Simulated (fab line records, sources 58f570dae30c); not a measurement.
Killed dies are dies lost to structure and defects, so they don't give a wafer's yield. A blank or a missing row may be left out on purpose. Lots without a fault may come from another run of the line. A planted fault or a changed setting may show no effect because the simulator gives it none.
fab line records | flow berkeley_cmos170 | part 1 of 2: steps 1 to 23 of 32
record lots=5 wafers=15 last_day=10
route steps=331 shown V1@266 M2@271 V2@292
lots that met no fault: from a run of the same line without faults
start_h: hours from the record's first day to the start of the lot's first wafer shown | wait_h: hours since the lot's step before | " the same as in the row above | L1.1+2: a row that stands for several wafers | - no value, or no start given | * or withheld: withheld | < > ~ a bound
route shown NAME@n: a module of which the file shows steps, and the number in the route of the first | usual: mean/standard deviation of fault-free wafers | same: alike in all rows | chamber/n: place in a boat | sites: the reading at each site | _std_site: their standard deviation | _edge_site: outer sites' mean less inner sites' | radius_mm: how far each site lies from the wafer's centre | mask NAME#n: copy n | behind: the tool/chamber that last shaped the wafer | hold: why the lot was held/for how many hours/how that ended | device: the transistor (n, p or np) that didn't switch | end of line: the same wafers' tests at the end of the route | a step without rows: its recipe alone | killed: dies lost to structure and defects at the first sort, not the wafer's yield | map: a wafer's dies, x killed, . not, _ none there
set.NAME: the setting as run; set.NAME@STEP: as run at that earlier step | model.NAME: the simulator's own value behind a step, which no gauge read
lots at some steps of the route; a table a step, a row a wafer
services: from which hour (start_h, from the record's first day; less than 0 if before it) a tool's chamber was out of use, for how many hours, and why
## steps
# step UCB170_V1_CD_MEAS_12
# recipe target_cd_nm=700
# usual cd_nm=700.3/1.5
# columns lot.wafer tool chamber start_h wait_h cd_nm
L078.1 cd_sem-01 - 169.14 - 698.4
L078.3 " - " " 698.4
L078.4 " - " " 698.5
L082.2 cd_sem-01 - 182.73 - 700.6
L082.5 " - " " 701.3
L082.6 " - " " 702.5
L083.1 cd_sem-02 - 186.90 - 700.9
L083.3 " - " " 700.2
L083.4 " - " " 700.5
L086.1 cd_sem-02 - 209.25 - 697.8
L086.4 " - " " 699.8
L086.5 " - " " 697.8
L089.1 cd_sem-02 - 225.76 - 702.8
L089.3 " - " " 701.3
L089.5 " - " " 700.5
# step UCB170_V1_OVL_MEAS_13
# usual V1_OVL=-3/5.3
# columns lot.wafer tool chamber start_h wait_h V1_OVL[nm]
L078.1 overlay-02 - 169.26 0.1 -2
L078.3 " - " " -6
L078.4 " - " " 5
L082.2 overlay-01 - 182.83 0.1 -2
L082.5 " - " " -7
L082.6 " - " " -5
L083.1 overlay-01 - 187.02 0.1 -7
L083.3 " - " " -8
L083.4 " - " " -10
L086.1 overlay-02 - 209.37 0.1 -9
L086.4 " - " " 0
L086.5 " - " " -8
L089.1 overlay-02 - 225.91 0.1 -6
L089.3 " - " " 1
L089.5 " - " " -6
# step UCB170_V1_ETCH_14
# recipe chemistry=CHF3/CF4/Ar target=SiO2 stop_on=Al CHF3_flow_sccm=45 cf4_flow_sccm=15 Ar_flow_sccm=150 pressure_mtorr=200 rf_w=700 target_depth_a=12500 over_etch_frac=0.25 time_s=291
# usual drypump_motor_current_A=5.7/0.46 oes_product_au=0.870/0.011 throttle_valve_pct=6.93/0.11
# columns lot.wafer tool chamber start_h wait_h drypump_motor_current_A oes_product_au rf_hours_counter_h throttle_valve_pct
L078.1 rie_diel-03 2 169.29 0.0 6.3 0.872 51 7.07
L078.3 " 2 " " 6.3 0.870 - 7.07
L078.4 " 3 " " 4.8 0.854 - 6.90
L082.2 rie_diel-04 0 182.86 0.0 6.2 0.872 24 6.88
L082.5 " 0 " " 6.2 0.866 - 6.88
L082.6 " 3 " " 6.3 0.882 - 6.94
L083.1 rie_diel-04 3 187.05 0.0 6.3 0.883 87 6.94
L083.3 " 1 " " 5.7 0.862 50 6.96
L083.4 " 2 " " 5.8 0.881 136 7.09
L086.1 rie_diel-02 3 209.40 0.0 5.8 0.894 113 6.99
L086.4 " 0 " " 5.8 0.889 6 6.82
L086.5 " 1 " " 5.6 0.843 - 6.71
L089.1 rie_diel-02 2 225.95 0.0 5.8 0.872 37 6.83
L089.3 " 3 " " 5.8 0.884 113 7.01
L089.5 " 0 " " 5.8 0.882 - 6.83
# step UCB170_V1_STRIP_15
# recipe chemistry=O2 power_w=400 pressure_mtorr=3500 platen_temp_c=withheld o2_flow_sccm=400 overash_fraction=0.5
# usual drypump_motor_current_A=5.6/0.32 oes_product_au=0.722/0.0047 strip_time_to_endpoint_s=15.38/0.12
# columns lot.wafer tool chamber start_h wait_h drypump_motor_current_A oes_product_au rf_hours_counter_h strip_time_to_endpoint_s
L078.1 plasma_asher-03 0 169.56 0.2 5.6 0.721 42 15.57
L078.3 " 1 " " 5.5 0.724 - 15.63
L078.4 " 0 " " 5.6 0.731 - 15.34
L082.2 plasma_asher-02 1 183.04 0.1 5.2 0.713 47 15.51
L082.5 " 1 " " 5.2 0.718 - 15.41
L082.6 " 0 " " 5.7 0.717 - 15.24
L083.1 plasma_asher-03 0 187.23 0.1 5.6 0.717 44 15.33
L083.3 " 1 " " 5.5 0.715 - 15.47
L083.4 " 0 " " 5.6 0.722 - 15.13
L086.1 plasma_asher-04 0 209.58 0.1 5.3 0.721 47 15.46
L086.4 " 0 " " 5.3 0.714 - 15.39
L086.5 " 1 " " 6.3 0.728 - 15.49
L089.1 plasma_asher-04 1 226.12 0.1 6.2 0.717 48 15.34
L089.3 " 0 " " 5.3 0.724 - 15.49
L089.5 " 1 " " 6.2 0.722 - 15.35
# step UCB170_V1_CD_MEAS_90
# recipe target_cd_nm=700
# usual cd_nm=700.3/1.7
# columns lot.wafer tool chamber start_h wait_h cd_nm
L078.1 cd_sem-02 - 169.66 0.1 697.1
L078.3 " - " " 696.3
L078.4 " - " " 698.5
L082.2 cd_sem-01 - 183.16 0.1 701.0
L082.5 " - " " 701.4
L082.6 " - " " 702.1
L083.1 cd_sem-01 - 187.33 0.1 700.9
L083.3 " - " " 699.8
L083.4 " - " " 701.4
L086.1 cd_sem-02 - 209.68 0.1 698.4
L086.4 " - " " 699.8
L086.5 " - " " 696.6
L089.1 cd_sem-01 - 226.22 0.1 704.0
L089.3 " - " " 702.4
L089.5 " - " " 702.0
# step UCB170_M2_PRE_CLEAN_00
# recipe gas=Ar preclean_etch_time_s=60
# columns lot.wafer tool chamber start_h wait_h
L078.1+3+4 pvd_sputter-01 - 169.78 0.1
L082.2+5+6 pvd_sputter-01 - 183.26 0.1
L083.1+3+4 pvd_sputter-01 - 187.45 0.1
L086.1+4+5 pvd_sputter-03 - 209.80 0.1
L089.1+3+5 pvd_sputter-03 - 226.34 0.1
# step UCB170_M2_SPUTTER_01
# recipe material=Al target_thk_nm=900 time_s=120 power_w=6000 chamber_pressure_pa=0.5
# usual throttle_valve_pct=30.4/1.2
# columns lot.wafer tool chamber start_h wait_h throttle_valve_pct
L078.1 pvd_sputter-01 - 169.85 0.0 30.5
L078.3 " - " " 29.8
L078.4 " - " " 28.8
L082.2 pvd_sputter-01 - 183.33 0.0 30.5
L082.5 " - " " 30.5
L082.6 " - " " 28.3
L083.1 pvd_sputter-01 - 187.52 0.0 30.8
L083.3 " - " " 29.4
L083.4 " - " " 28.4
L086.1 pvd_sputter-03 - 209.87 0.0 30.7
L086.4 " - " " 31.6
L086.5 " - " " 30.0
L089.1 pvd_sputter-03 - 226.41 0.0 30.6
L089.3 " - " " 31.6
L089.5 " - " " 32.6
# step UCB170_M2_RS_MEAS_02
# recipe thk_meas_gauge=four-point-probe reads=Al_of_M2_SPUTTER_01
# usual M2_AL_RS=0.0322/0.00037
# columns lot.wafer tool chamber start_h wait_h M2_AL_RS[ohm/sq]
L078.1 film_metro-03 - 169.93 0.0 0.0320
L078.3 " - " " 0.0319
L078.4 " - " " 0.0322
L082.2 film_metro-02 - 183.43 0.1 0.0320
L082.5 " - " " 0.0319
L082.6 " - " " 0.0321
L083.1 film_metro-01 - 187.60 0.0 0.0323
L083.3 " - " " 0.0314
L083.4 " - " " 0.0322
L086.1 film_metro-02 - 209.95 0.0 0.0327
L086.4 " - " " 0.0331
L086.5 " - " " 0.0325
L089.1 film_metro-02 - 226.49 0.0 0.0326
L089.3 " - " " 0.0324
L089.5 " - " " 0.0321
# step UCB170_M2_THK_MEAS_03
# recipe thk_meas_gauge=xrf reads=Al_of_M2_SPUTTER_01
# usual M2_AL_THK=913/11
# columns lot.wafer tool chamber start_h wait_h M2_AL_THK[nm]
L078.1 film_metro-03 - 170.05 0.1 908
L078.3 " - " " 911
L078.4 " - " " 907
L082.2 film_metro-02 - 183.54 0.1 922
L082.5 " - " " 921
L082.6 " - " " 918
L083.1 film_metro-01 - 187.72 0.1 911
L083.3 " - " " 935
L083.4 " - " " 912
L086.1 film_metro-02 - 210.07 0.1 901
L086.4 " - " " 890
L086.5 " - " " 905
L089.1 film_metro-02 - 226.61 0.1 901
L089.3 " - " " 909
L089.5 " - " " 916
# step UCB170_M2_HMDS_04
# recipe prime_time_s=60 prime_temp_c=100
# usual chill_plate_temp_C=23.00/0.095 exhaust_pa=44.8/0.8
# columns lot.wafer tool chamber start_h wait_h chill_plate_temp_C exhaust_pa
L078.1 litho_track-03 0 170.11 0.1 23.00 45.1
L078.3 " 0 " " 23.15 43.6
L078.4 " 0 " " 23.04 44.3
L082.2 litho_track-02 0 183.62 0.1 22.92 45.0
L082.5 " 0 " " 23.03 44.3
L082.6 " 0 " " 22.93 45.0
L083.1 litho_track-03 0 187.78 0.1 22.87 44.8
L083.3 " 0 " " 23.02 44.6
L083.4 " 0 " " 23.05 44.5
L086.1 litho_track-01 0 210.13 0.1 23.00 44.6
L086.4 " 0 " " 22.91 43.9
L086.5 " 0 " " 23.01 44.4
L089.1 litho_track-01 0 227.19 0.6 23.10 44.3
L089.3 " 0 " " 23.02 44.8
L089.5 " 0 " " 23.03 44.5
# step UCB170_M2_COAT_05
# recipe resist=KrF spin_rpm=1500 resist_thk_nm=900
# usual chill_plate_temp_C=23.01/0.11 exhaust_pa=44.9/0.92 spin_speed_rpm=1499.8/1.1
# columns lot.wafer tool chamber start_h wait_h chill_plate_temp_C exhaust_pa spin_speed_rpm
L078.1 litho_track-03 0 170.26 0.1 22.94 44.7 1498.8
L078.3 " 0 " " 22.90 44.7 1500.8
L078.4 " 0 " " 23.21 45.6 1501.1
L082.2 litho_track-02 0 183.77 0.1 22.91 46.4 1500.4
L082.5 " 0 " " 22.93 44.7 1499.5
L082.6 " 0 " " 22.89 47.0 1500.2
L083.1 litho_track-03 0 187.93 0.1 22.93 47.2 1500.3
L083.3 " 0 " " 22.97 48.4 1499.6
L083.4 " 0 " " 22.91 46.5 1499.6
L086.1 litho_track-01 0 210.28 0.1 23.06 45.7 1499.7
L086.4 " 0 " " 23.15 44.4 1499.5
L086.5 " 0 " " 22.98 44.5 1499.7
L089.1 litho_track-01 0 227.34 0.1 23.10 44.7 1501.2
L089.3 " 0 " " 23.14 44.6 1498.7
L089.5 " 0 " " 23.07 44.0 1500.7
# step UCB170_M2_SOFTBAKE_06
# recipe resist=KrF temp_c=130 time_s=60
# usual chill_plate_temp_C=22.98/0.1 exhaust_pa=45.1/0.94
# columns lot.wafer tool chamber start_h wait_h chill_plate_temp_C exhaust_pa
L078.1 litho_track-03 0 170.41 0.1 23.00 45.8
L078.3 " 0 " " 23.00 46.6
L078.4 " 0 " " 22.86 47.1
L082.2 litho_track-02 0 183.92 0.1 23.18 45.4
L082.5 " 0 " " 22.95 44.6
L082.6 " 0 " " 22.91 45.5
L083.1 litho_track-03 0 188.08 0.1 22.74 45.1
L083.3 " 0 " " 23.06 44.5
L083.4 " 0 " " 22.97 45.9
L086.1 litho_track-01 0 210.43 0.1 22.92 46.6
L086.4 " 0 " " 23.01 44.9
L086.5 " 0 " " 22.84 44.8
L089.1 litho_track-01 0 227.49 0.1 22.97 45.2
L089.3 " 0 " " 23.12 46.0
L089.5 " 0 " " 22.97 45.7
# step UCB170_M2_STRIP_07
# recipe chemistry=O2 power_w=400 pressure_mtorr=3500 platen_temp_c=withheld o2_flow_sccm=400 overash_fraction=0.5
# usual drypump_motor_current_A=5.7/0.34 oes_product_au=0.735/0.0044 strip_time_to_endpoint_s=22.02/0.071
# columns lot.wafer tool chamber start_h wait_h drypump_motor_current_A oes_product_au rf_hours_counter_h strip_time_to_endpoint_s
L078.1 plasma_asher-03 1 170.56 0.1 5.6 0.735 42 22.14
L078.3 " 1 " " 5.6 0.737 - 22.11
L078.4 " 0 " " 5.6 0.734 - 22.11
L082.2 plasma_asher-04 0 184.04 0.1 5.3 0.735 44 21.98
L082.5 " 1 " " 6.2 0.734 - 22.00
L082.6 " 0 " " 5.3 0.737 - 21.95
L083.1 plasma_asher-01 1 188.23 0.1 5.6 0.733 9 22.12
L083.3 " 1 " " 5.6 0.732 - 22.09
L083.4 " 0 " " 5.7 0.734 - 22.09
L086.1 plasma_asher-01 0 210.58 0.1 5.7 0.729 11 22.00
L086.4 " 0 " " 5.7 0.734 - 21.94
L086.5 " 1 " " 5.6 0.739 - 21.96
L089.1 plasma_asher-04 0 227.64 0.1 5.3 0.745 48 22.04
L089.3 " 0 " " 5.3 0.723 - 21.95
L089.5 " 0 " " 5.3 0.730 - 21.94
# step UCB170_M2_STRIP_08
# recipe chemistry=DMSO temp_c=80 time_s=600 material=KrF
# columns lot.wafer tool chamber start_h wait_h
L078.1+3+4 wet_bench-04 0 170.66 0.1
L082.2+5+6 wet_bench-02 3 184.26 0.2
L083.1+3+4 wet_bench-04 1 188.33 0.1
L086.1+4+5 wet_bench-02 3 210.75 0.1
L089.1+3+5 wet_bench-03 2 227.74 0.1
# step UCB170_M2_COAT_09
# recipe resist=BARC temp_c=withheld time_s=withheld spin_rpm=3000 resist_thk_nm=withheld
# usual chill_plate_temp_C=* exhaust_pa=44.9/0.94 spin_speed_rpm=3000.5/2.2
# columns lot.wafer tool chamber start_h wait_h chill_plate_temp_C exhaust_pa spin_speed_rpm
L078.1 litho_track-02 0 171.07 0.2 * 44.7 3003.3
L078.3 " 0 " " * 44.0 2998.2
L078.4 " 0 " " * 45.2 3000.3
L082.2 litho_track-02 0 184.46 0.0 * 45.7 3004.1
L082.5 " 0 " " * 46.4 3000.8
L082.6 " 0 " " * 45.3 3002.1
L083.1 litho_track-03 0 188.51 0.0 * 44.8 3006.2
L083.3 " 0 " " * 44.7 3002.0
L083.4 " 0 " " * 45.9 2999.4
L086.1 litho_track-01 0 210.92 0.0 * 44.6 2998.8
L086.4 " 0 " " * 43.8 2999.9
L086.5 " 0 " " * 43.9 3001.7
L089.1 litho_track-01 0 228.37 0.4 * 46.2 2999.7
L089.3 " 0 " " * 46.1 3001.8
L089.5 " 0 " " * 46.0 3000.9
# step UCB170_M2_COAT_10
# recipe resist=KrF spin_rpm=1500 resist_thk_nm=900
# usual chill_plate_temp_C=22.99/0.098 exhaust_pa=44.8/0.88 spin_speed_rpm=1500.1/1.2
# columns lot.wafer tool chamber start_h wait_h chill_plate_temp_C exhaust_pa spin_speed_rpm
L078.1 litho_track-02 0 - - 23.08 44.0 1499.8
L078.3 " 0 " " 23.15 46.2 1499.1
L078.4 " 0 " " 23.09 45.3 1499.4
L082.2 litho_track-02 0 - - 22.95 44.8 1499.4
L082.5 " 0 " " 22.94 45.0 1500.5
L082.6 " 0 " " 22.95 44.3 1500.4
L083.1 litho_track-03 0 - - 23.04 44.5 1503.0
L083.3 " 0 " " 22.82 45.8 1499.2
L083.4 " 0 " " 22.97 45.6 1501.0
L086.1 litho_track-01 0 - - 23.02 45.9 1499.2
L086.4 " 0 " " 22.98 45.2 1498.5
L086.5 " 0 " " 22.92 46.6 1500.2
L089.1 litho_track-01 0 - - 22.95 44.2 1498.5
L089.3 " 0 " " 22.99 45.2 1501.9
L089.5 " 0 " " 23.08 44.9 1498.9
# step UCB170_M2_SOFTBAKE_11
# recipe resist=KrF temp_c=130 time_s=60
# usual chill_plate_temp_C=23.00/0.11 exhaust_pa=45.0/0.77
# columns lot.wafer tool chamber start_h wait_h chill_plate_temp_C exhaust_pa
L078.1 litho_track-02 0 - - 23.08 45.1
L078.3 " 0 " " 23.05 45.4
L078.4 " 0 " " 22.98 45.3
L082.2 litho_track-02 0 - - 23.00 45.3
L082.5 " 0 " " 22.97 45.0
L082.6 " 0 " " 22.98 46.5
L083.1 litho_track-03 0 - - 23.15 46.0
L083.3 " 0 " " 23.10 45.5
L083.4 " 0 " " 23.10 44.9
L086.1 litho_track-01 0 - - 23.08 45.8
L086.4 " 0 " " 23.12 44.8
L086.5 " 0 " " 23.02 45.3
L089.1 litho_track-01 0 - - 23.10 45.5
L089.3 " 0 " " 23.10 44.2
L089.5 " 0 " " 23.02 45.0
# step UCB170_M2_EXPOSE_12
# recipe mask_id=METAL2 target_cd_nm=700 na=0.5 sigma_outer=0.6 source_shape=conventional dose_mj=26
# usual exposure_dose_mJ_cm2=25.984/0.028
# columns lot.wafer tool chamber start_h wait_h mask exposure_dose_mJ_cm2
L078.1 krf_scanner-01 0 171.52 - METAL2#0 25.968
L078.3 " 0 " " METAL2#0 25.968
L078.4 " 0 " " METAL2#0 26.020
L082.2 krf_scanner-01 0 184.91 - METAL2#0 25.940
L082.5 " 0 " " METAL2#0 25.959
L082.6 " 0 " " METAL2#0 25.952
L083.1 krf_scanner-02 0 189.08 - METAL2#0 25.999
L083.3 " 0 " " METAL2#0 26.020
L083.4 " 0 " " METAL2#0 26.012
L086.1 krf_scanner-02 0 211.37 - METAL2#0 26.057
L086.4 " 0 " " METAL2#0 26.019
L086.5 " 0 " " METAL2#0 26.007
L089.1 krf_scanner-02 0 228.82 - METAL2#0 25.944
L089.3 " 0 " " METAL2#0 25.973
L089.5 " 0 " " METAL2#0 25.961
# step UCB170_M2_PEB_13
# recipe peb_temp_c=130 peb_time_s=withheld resist=KrF
# usual chill_plate_temp_C=22.99/0.1 exhaust_pa=45.1/0.84
# columns lot.wafer tool chamber start_h wait_h chill_plate_temp_C exhaust_pa
L078.1 litho_track-01 0 171.76 0.2 23.02 45.6
L078.3 " 0 " " 23.05 46.5
L078.4 " 0 " " 23.03 45.8
L082.2 litho_track-03 0 185.03 0.1 23.05 44.0
L082.5 " 0 " " 22.93 44.1
L082.6 " 0 " " 23.09 43.9
L083.1 litho_track-01 0 189.20 0.1 22.85 45.4
L083.3 " 0 " " 22.89 43.3
L083.4 " 0 " " 22.92 44.0
L086.1 litho_track-02 0 211.55 0.2 23.12 46.7
L086.4 " 0 " " 23.21 45.9
L086.5 " 0 " " 23.03 44.7
L089.1 litho_track-01 0 229.37 0.5 22.95 44.7
L089.3 " 0 " " 22.88 44.0
L089.5 " 0 " " 22.93 44.7
# step UCB170_M2_DEVELOP_14
# recipe developer=TMAH develop_time_s=45 resist=KrF dev_temp_c=21
# usual chill_plate_temp_C=22.99/0.12 exhaust_pa=45.2/0.92
# columns lot.wafer tool chamber start_h wait_h chill_plate_temp_C exhaust_pa
L078.1 litho_track-01 0 - - 22.99 47.8
L078.3 " 0 " " 22.95 45.7
L078.4 " 0 " " 23.03 46.9
L082.2 litho_track-03 0 - - 22.95 45.1
L082.5 " 0 " " 23.04 43.8
L082.6 " 0 " " 22.99 44.9
L083.1 litho_track-01 0 - - 22.91 45.2
L083.3 " 0 " " 23.03 45.1
L083.4 " 0 " " 22.88 44.2
L086.1 litho_track-02 0 - - 22.89 44.3
L086.4 " 0 " " 22.87 45.2
L086.5 " 0 " " 22.94 46.0
L089.1 litho_track-01 0 - - 23.23 44.7
L089.3 " 0 " " 23.08 43.8
L089.5 " 0 " " 22.98 44.7
# step UCB170_M2_CD_MEAS_15
# recipe target_cd_nm=700
# usual cd_nm=700.3/1.3
# columns lot.wafer tool chamber start_h wait_h cd_nm
L078.1 cd_sem-02 - 172.04 - 697.8
L078.3 " - " " 698.1
L078.4 " - " " 698.6
L082.2 cd_sem-01 - 185.38 - 701.4
L082.5 " - " " 701.7
L082.6 " - " " 701.8
L083.1 cd_sem-01 - 189.47 - 701.6
L083.3 " - " " 700.0
L083.4 " - " " 700.1
L086.1 cd_sem-02 - 211.82 - 703.0
L086.4 " - " " 700.9
L086.5 " - " " 700.0
L089.1 cd_sem-02 - 229.64 - 699.1
L089.3 " - " " 699.2
L089.5 " - " " 699.9
# step UCB170_M2_OVL_MEAS_16
# usual M2_OVL=-1/6.2
# columns lot.wafer tool chamber start_h wait_h M2_OVL[nm]
L078.1 overlay-02 - 172.16 0.1 -2
L078.3 " - " " 1
L078.4 " - " " -8
L082.2 overlay-01 - 185.49 0.1 -9
L082.5 " - " " -1
L082.6 " - " " -8
L083.1 overlay-01 - 189.59 0.1 2
L083.3 " - " " 3
L083.4 " - " " 7
L086.1 overlay-02 - 211.94 0.1 7
L086.4 " - " " 2
L086.5 " - " " 4
L089.1 overlay-02 - 229.76 0.1 2
L089.3 " - " " 1
L089.5 " - " " 0
# step UCB170_M2_ETCH_17
# recipe chemistry=N2/H2 target_depth_a=withheld overetch_a=withheld target=BARC time_s=withheld source_w=500 bias_w=100 pressure_mtorr=30 n2_flow_sccm=100 h2_flow_sccm=200
# usual bias_w=99.99/0.3 drypump_motor_current_A=5.7/0.56 oes_product_au=1.000/0.019 throttle_valve_pct=13.26/0.18
# columns lot.wafer tool chamber start_h wait_h bias_w drypump_motor_current_A oes_product_au throttle_valve_pct
L078.1 rie_diel-03 2 172.19 0.0 100.23 6.3 1.008 13.55
L078.3 " 2 " " 100.38 6.3 0.992 13.54
L078.4 " 3 " " 100.22 4.8 1.003 13.27
L082.2 rie_diel-01 3 185.52 0.0 99.46 5.2 1.008 13.52
L082.5 " 1 " " 100.12 6.7 1.024 13.16
L082.6 " 0 " " 99.91 5.2 0.970 13.35
L083.1 rie_diel-01 3 189.63 0.0 99.57 5.2 1.008 13.52
L083.3 " 2 " " 99.89 5.3 1.018 13.19
L083.4 " 0 " " 99.76 5.3 0.969 13.34
L086.1 rie_diel-03 1 211.98 0.0 99.52 6.0 0.991 13.46
L086.4 " 3 " " 100.46 4.8 1.002 13.28
L086.5 " 2 " " 100.22 6.2 0.990 13.55
L089.1 rie_diel-02 3 229.80 0.0 99.41 5.8 1.018 13.27
L089.3 " 2 " " 100.09 5.9 0.996 12.97
L089.5 " 0 " " 100.15 5.8 1.020 13.11
